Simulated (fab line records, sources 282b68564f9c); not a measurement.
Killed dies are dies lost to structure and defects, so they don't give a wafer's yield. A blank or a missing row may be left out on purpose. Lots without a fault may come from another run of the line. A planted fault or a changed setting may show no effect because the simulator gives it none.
Which tool did it? | flow rit_cmos | 7 lots, 21 wafers sampled, at 2 steps of a route of 202

WHAT THE GAUGES READ, wafer by wafer
RIT_NLDD_TW_MEAS_10.
lot  | measured    | on            | NLDD_TW
L104 | day 3 02:52 | film_metro-02 | 2482 2468 2469
L107 | day 3 19:56 | film_metro-01 | 2511 2502 2489
L109 | day 4 06:38 | film_metro-02 | 2462 2462 2471
L116 | day 5 15:41 | film_metro-04 | 2151 2164 2161
L120 | day 6 11:15 | film_metro-01 | 2478 2501 2498
L122 | day 6 23:04 | film_metro-04 | 2418 2409 2410
L126 | day 7 17:26 | film_metro-01 | 2482 2481 2493

WHICH TOOL RAN EACH LOT (tool, then ch and the chambers of the sampled wafers, then the start)
lot  | RIT_NLDD_IMPLANT_08
L104 | implanter-03 ch 0, day 3 02:33
L107 | implanter-03 ch 0, day 3 19:39
L109 | implanter-04 ch 0, day 4 06:19
L116 | implanter-04 ch 0, day 5 15:23
L120 | implanter-03 ch 0, day 6 10:55
L122 | implanter-02 ch 0, day 6 22:44
L126 | implanter-03 ch 0, day 7 17:08
- RIT_NLDD_IMPLANT_08

THE ANSWER, worked out from the rows above alone
Rule: what is usual is taken from the lots themselves. Put in order of their means at a reading, lots are off if they are a third of the lots or fewer, leave a main group of 4 or more, and stand apart from it by a gap of 3 or more times the standard deviation of the main group's means; of several such gaps the widest counts. A main group whose means are all the same, to the digits that the tables above print for the reading, isn't used. A lot without any number at a reading at which 4 lots or more have one is off too. The other lots that the step has rows for count as sound.
Off: L116, at RIT_NLDD_TW_MEAS_10 (NLDD_TW). The main group: mean 2471, standard deviation 29.
A tool fits if, at a process step before that reading, it ran every lot that is off, and no sound lot after the first of them. The gauges at RIT_NLDD_TW_MEAS_10 are tried like those tools. One fits: implanter-04 at RIT_NLDD_IMPLANT_08. Its last sound lot is L109 (day 4 06:19), its first lot that is off L116 (day 5 15:23): a fault that began between those two fits.

WHAT THE SIMULATOR HAD PUT IN
Process parameter drift: implanter-04, from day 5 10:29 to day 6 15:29, at RIT_NLDD_IMPLANT_08. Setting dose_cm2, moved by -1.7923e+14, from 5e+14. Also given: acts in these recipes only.
Lots struck among those shown: L116. The rule above found the same.
